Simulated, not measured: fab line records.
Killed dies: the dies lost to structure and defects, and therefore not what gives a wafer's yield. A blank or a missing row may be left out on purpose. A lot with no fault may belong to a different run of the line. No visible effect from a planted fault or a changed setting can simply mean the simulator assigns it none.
fab line records	flow ritCmos
record: lots: 7	wafers: 21	lastDay: 6
route steps=202 shown NWELL@30 PWELL@39
lots with no fault: from the same line, run without faults
startH: the number of hours between the record's first day and the start of the first shown wafer of the lot	waitH: hours from the lot's prior step to this one	" as in the row above	L1.1+2: a single row standing in for several wafers	- value missing, or start not given	* or withheld: withheld	< > ~ a bound
route shown NAME@n: a module of which the file shows steps, and the number in the route of the first	usual: mean and standard deviation over wafers with no fault	same: alike in all rows	chamber/n: place in a boat	sites: each site's reading	_std_site: the values' standard deviation	_edge_site: outer sites' mean less inner sites'	radiusMm: for every site, how far away it sits from the centre of the wafer	mask NAME#n: copy n	behind: the most recent tool/chamber to have shaped the wafer	hold: cause of the lot's hold/its duration in hours/its outcome	device: which transistor (n, p or np) failed to switch	end of line: the tests these same wafers got at the end of their route	where a step has no rows: the recipe by itself	killed: not the wafer's yield, but the dies lost to structure and defects at the first sort	map: a wafer's dies, x killed, . not, _ none there
set.NAME: the run value of the setting; set.NAME@STEP: its run value at that earlier step	model.NAME: the simulator's own value behind a step, which no gauge read
certain route steps with their lots: each step a table, each wafer a row
services: when a tool's chamber went out of use (startH, in hours from the record's first day, below 0 if earlier), for how many hours, and the reason
== steps ==
step: RIT_NWELL_SOFTBAKE_02
recipe: resist: NOVOLAK	tempC: 90	timeS: 60
step: RIT_NWELL_EXPOSE_03
recipe: maskId: M2	na: 0.57	targetCdNm: 43900	doseMj: 250
step: RIT_NWELL_PEB_04
recipe: resist: NOVOLAK	tempC: withheld	timeS: withheld
step: RIT_NWELL_DEVELOP_05
recipe: resist: NOVOLAK	developTimeS: 68	devTempC: 23
step: RIT_NWELL_OVL_MEAS_06
usual: NWELL_OVL: 0.6/1.1
lot.wafer	tool	chamber	startH	waitH	NWELL_OVL[nm]
L781.3	overlay-01	-	43.63	-	1.3
L781.4	"	-	"	"	0.6
L781.6	"	-	"	"	1.5
L783.1	overlay-02	-	50.32	-	1.3
L783.3	"	-	"	"	1.9
L783.5	"	-	"	"	-0.2
L787.2	overlay-01	-	71.69	-	2.5
L787.5	"	-	"	"	1.8
L787.6	"	-	"	"	3.7
L793.1	overlay-02	-	102.32	-	-0.5
L793.3	"	-	"	"	-1.3
L793.4	"	-	"	"	0.1
L794.2	overlay-01	-	107.20	-	1.0
L794.3	"	-	"	"	1.9
L794.4	"	-	"	"	0.5
L795.3	overlay-01	-	110.96	-	1.7
L795.4	"	-	"	"	1.1
L795.5	"	-	"	"	1.4
L796.1	overlay-01	-	115.72	-	-0.7
L796.4	"	-	"	"	0.4
L796.5	"	-	"	"	-0.3
step: RIT_NWELL_HARDBAKE_07
recipe: resist: NOVOLAK	tempC: 140	timeS: 120
step: RIT_NWELL_IMPLANT_08
recipe: species: P	energyKev: 170	doseCm2: 5e+13	tiltDeg: 7
step: RIT_NWELL_STRIP_09
recipe: chemistry: O2	timeS: 180	resist: NOVOLAK	platenTempC: withheld	powerW: 500	pressureMtorr: 4000	o2FlowSccm: 4000
usual: drypumpMotorCurrentA: 5.7/0.61
lot.wafer	tool	chamber	startH	waitH	drypumpMotorCurrentA	rfHoursCounterH
L781.3	plasmaAsher-04	1	44.11	0.1	5.3	-
L781.4	"	0	"	"	6.0	-
L781.6	"	0	"	"	6.0	-
L783.1	plasmaAsher-04	1	50.75	0.1	5.3	42
L783.3	"	0	"	"	6.0	-
L783.5	"	0	"	"	6.0	-
L787.2	plasmaAsher-02	0	72.12	0.1	6.2	44
L787.5	"	0	"	"	6.2	-
L787.6	"	1	"	"	4.9	-
L793.1	plasmaAsher-01	0	102.76	0.1	6.5	43
L793.3	"	0	"	"	6.5	-
L793.4	"	1	"	"	5.1	-
L794.2	plasmaAsher-02	1	107.63	0.1	4.9	48
L794.3	"	0	"	"	6.2	-
L794.4	"	1	"	"	4.9	-
L795.3	plasmaAsher-04	1	111.44	0.1	5.3	-
L795.4	"	0	"	"	6.0	-
L795.5	"	0	"	"	6.0	-
L796.1	plasmaAsher-01	1	116.15	0.1	5.0	45
L796.4	"	0	"	"	6.5	-
L796.5	"	1	"	"	5.0	-
step: RIT_NWELL_TW_MEAS_10
usual: NWELL_TW: 2140/13
lot.wafer	tool	chamber	startH	waitH	NWELL_TW
L781.3	filmMetro-04	-	44.25	0.1	2145
L781.4	"	-	"	"	2127
L781.6	"	-	"	"	2151
L783.1	filmMetro-02	-	50.93	0.1	2147
L783.3	"	-	"	"	2154
L783.5	"	-	"	"	2155
L787.2	filmMetro-02	-	72.31	0.1	2132
L787.5	"	-	"	"	2119
L787.6	"	-	"	"	2121
L793.1	filmMetro-04	-	102.93	0.1	2143
L793.3	"	-	"	"	2156
L793.4	"	-	"	"	2147
L794.2	filmMetro-04	-	107.81	0.1	2134
L794.3	"	-	"	"	2155
L794.4	"	-	"	"	2144
L795.3	filmMetro-02	-	111.58	0.1	2134
L795.4	"	-	"	"	2123
L795.5	"	-	"	"	2139
L796.1	filmMetro-01	-	116.33	0.1	2123
L796.4	"	-	"	"	2117
L796.5	"	-	"	"	2126
step: RIT_PWELL_HMDS_00
recipe: primeTimeS: 60	primeTempC: 140
step: RIT_PWELL_COAT_01
recipe: resist: NOVOLAK	spinRpm: 2000	resistThkNm: 1300
step: RIT_PWELL_SOFTBAKE_02
recipe: resist: NOVOLAK	tempC: 90	timeS: 60
step: RIT_PWELL_EXPOSE_03
recipe: maskId: M3	na: 0.57	targetCdNm: 43700	doseMj: 250
usual: exposureDoseMJCm2: 250.09/0.21	focusOffsetNm: -0.1/0.52
lot.wafer	tool	chamber	startH	waitH	mask	exposureDoseMJCm2	focusOffsetNm
L781.3	ilineStepper-01	0	44.88	0.2	M3#0	250.23	0.2
L781.4	"	0	"	"	M3#0	250.07	0.1
L781.6	"	0	"	"	M3#0	250.05	-0.7
L783.1	ilineStepper-01	0	51.52	0.1	M3#0	250.40	-0.6
L783.3	"	0	"	"	M3#0	250.07	0.1
L783.5	"	0	"	"	M3#0	250.47	-0.6
L787.2	ilineStepper-02	0	72.95	0.2	M3#0	250.42	0.5
L787.5	"	0	"	"	M3#0	250.32	0.7
L787.6	"	0	"	"	M3#0	250.45	0.6
L793.1	ilineStepper-02	-	103.44	0.1	M3#0	-	-
L793.3	"	-	"	"	M3#0	-	-
L793.4	"	-	"	"	M3#0	-	-
L794.2	ilineStepper-02	-	108.33	0.1	M3#0	-	-
L794.3	"	-	"	"	M3#0	-	-
L794.4	"	-	"	"	M3#0	-	-
L795.3	ilineStepper-02	-	112.11	0.1	M3#0	-	-
L795.4	"	-	"	"	M3#0	-	-
L795.5	"	-	"	"	M3#0	-	-
L796.1	ilineStepper-01	0	116.96	0.2	M3#0	250.08	0.4
L796.4	"	0	"	"	M3#0	250.41	-0.2
L796.5	"	0	"	"	M3#0	250.42	0.4
step: RIT_PWELL_PEB_04
recipe: resist: NOVOLAK	tempC: withheld	timeS: withheld
== services ==
tool	chamber	startH	hours	kind
ilineStepper-02	-	39.74	16.8	repair
ilineStepper-02	-	56.49	8.9	pm
plasmaAsher-02	-	80.01	1.5	repair
ilineStepper-01	-	98.45	4.4	pm
plasmaAsher-04	-	99.22	2.8	pm
plasmaAsher-02	-	108.75	9.0	pm
plasmaAsher-02	0	108.75	9.0	ventCycle
plasmaAsher-02	1	108.75	9.0	ventCycle
== key ==
firstSign: step: RIT_PWELL_EXPOSE_03	reading: toolRecord	direction: missing
effect none on later readings
metAt RIT_PWELL_EXPOSE_03
struckWafers L793.1,L793.3,L793.4,L794.2,L794.3,L794.4,L795.3,L795.4,L795.5
sortLeftOut L793.1,L793.3,L793.4,L794.2,L794.3,L794.4,L795.3,L795.4,L795.5
testerLeftOut L793,L794,L795
onsetBetween 72.95 103.44
fault: kind: skippedStepWhole	tool: ilineStepper-02	chamber: -	onsetH: 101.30	steps: RIT_PWELL_EXPOSE_03	scope: struckLotsOnly
testerLeftOut: of these lots the tester's yield and bins aren't shown, on N5 and GAA mostly nor the transistor test; their killed dies are dies lost to structure and defects alone, not to doping, threshold or leakage, so they don't give the yield
sortLeftOut: the simulated sort isn't trusted on such a fault, so these wafers' sort isn't shown, and their yield isn't known
